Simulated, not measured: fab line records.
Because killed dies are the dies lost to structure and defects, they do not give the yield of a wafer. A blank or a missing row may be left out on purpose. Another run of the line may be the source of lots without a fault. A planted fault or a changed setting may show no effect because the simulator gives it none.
Split-lot trial | flow berkeley-cmos170 | 27 wafers read across 5 lots, on a route 331 steps long

## THE SPLIT
At UCB170_NWELL_CVD_04 (deposits Si3N4 from SiH2Cl2/NH3, target thk 224 nm, time 3360 s), the setting time-s was moved away from the recipe's 3360 s on 18 of the 27 wafers read, by -26.9% to +49.3%. All remaining wafers had this setting at the recipe value.

The file shows no step between the split and the reading.

## THE READING
At UCB170_NWELL_THK_MEAS_05: NWELL_NITRIDE_THK, given in nm. Typical for fault-free wafers on this fab line: 224.2 nm, with standard deviation 2.3 nm.

wafer  | tool, chamber at the split | time-s as run, s | against the recipe | NWELL_NITRIDE_THK, nm | against lot-mates on the recipe
L074.1 | -, -                       | 3360             | recipe             | 225.6                 | -
L074.2 | -, -                       | 3360             | recipe             | 225.6                 | -
L074.3 | -, -                       | 3360             | recipe             | 226.6                 | -
L074.4 | -, -                       | 3360             | recipe             | 228.7                 | -
L074.5 | -, -                       | 3360             | recipe             | 226.9                 | -
L074.6 | -, -                       | 3360             | recipe             | 227.2                 | -
L075.1 | -, -                       | 2455             | -26.9%             | 165.9                 | no lot-mate on the recipe
L075.2 | -, -                       | 2455             | -26.9%             | 166.9                 | no lot-mate on the recipe
L075.3 | -, -                       | 2455             | -26.9%             | 164.2                 | no lot-mate on the recipe
L075.4 | -, -                       | 2455             | -26.9%             | 164.5                 | no lot-mate on the recipe
L075.5 | -, -                       | 2455             | -26.9%             | 165.8                 | no lot-mate on the recipe
L075.6 | -, -                       | 2455             | -26.9%             | 165.5                 | no lot-mate on the recipe
L077.1 | -, -                       | 4989             | +48.5%             | 334.3                 | no lot-mate on the recipe
L077.2 | -, -                       | 4989             | +48.5%             | 333.9                 | no lot-mate on the recipe
L077.3 | -, -                       | 4989             | +48.5%             | 335.1                 | no lot-mate on the recipe
L077.4 | -, -                       | 4989             | +48.5%             | 333.4                 | no lot-mate on the recipe
L077.5 | -, -                       | 4989             | +48.5%             | 332.7                 | no lot-mate on the recipe
L077.6 | -, -                       | 4989             | +48.5%             | 333.5                 | no lot-mate on the recipe
L079.1 | lpcvd-01, 1                | 3360             | recipe             | 220.5                 | -
L079.3 | lpcvd-01, 1                | 3360             | recipe             | 222.3                 | -
L079.6 | lpcvd-01, 1                | 3360             | recipe             | 222.6                 | -
L083.1 | -, -                       | 5018             | +49.3%             | 334.1                 | no lot-mate on the recipe
L083.2 | -, -                       | 5018             | +49.3%             | 334.3                 | no lot-mate on the recipe
L083.3 | -, -                       | 5018             | +49.3%             | 335.4                 | no lot-mate on the recipe
L083.4 | -, -                       | 5018             | +49.3%             | 335.3                 | no lot-mate on the recipe
L083.5 | -, -                       | 5018             | +49.3%             | 336.1                 | no lot-mate on the recipe
L083.6 | -, -                       | 5018             | +49.3%             | 335.4                 | no lot-mate on the recipe

FIT RESULTS
A straight line over all 27 wafers: NWELL_NITRIDE_THK changes by +2.23 nm for each +1% of time-s; r = +1.00; the points scatter about the line by 1.7 nm.
Too few moved wafers have a lot-mate on the recipe to fit a line with each lot's own level taken away.

## THE WHOLE CHAIN: every reading that the file lists as answering this split, in the file's order
step                     | what it does                                                    | reading                                                                       | change (the file's fit)              | r (the file's)
UCB170_NWELL_CVD_04      | deposits Si3N4 from SiH2Cl2/NH3, target thk 224 nm, time 3360 s | Si3N4_of_NWELL_CVD_04.thk-nm (the simulator's own value, which no gauge read) | +2.23 nm for each +1% of the setting | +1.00
UCB170_NWELL_THK_MEAS_05 |                                                                 | NWELL_NITRIDE_THK                                                             | +2.23 for each +1% of the setting    | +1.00

## THE FILE'S OWN FIT
NWELL_NITRIDE_THK changes by +2.23 nm for each +1% of time-s, r = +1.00.
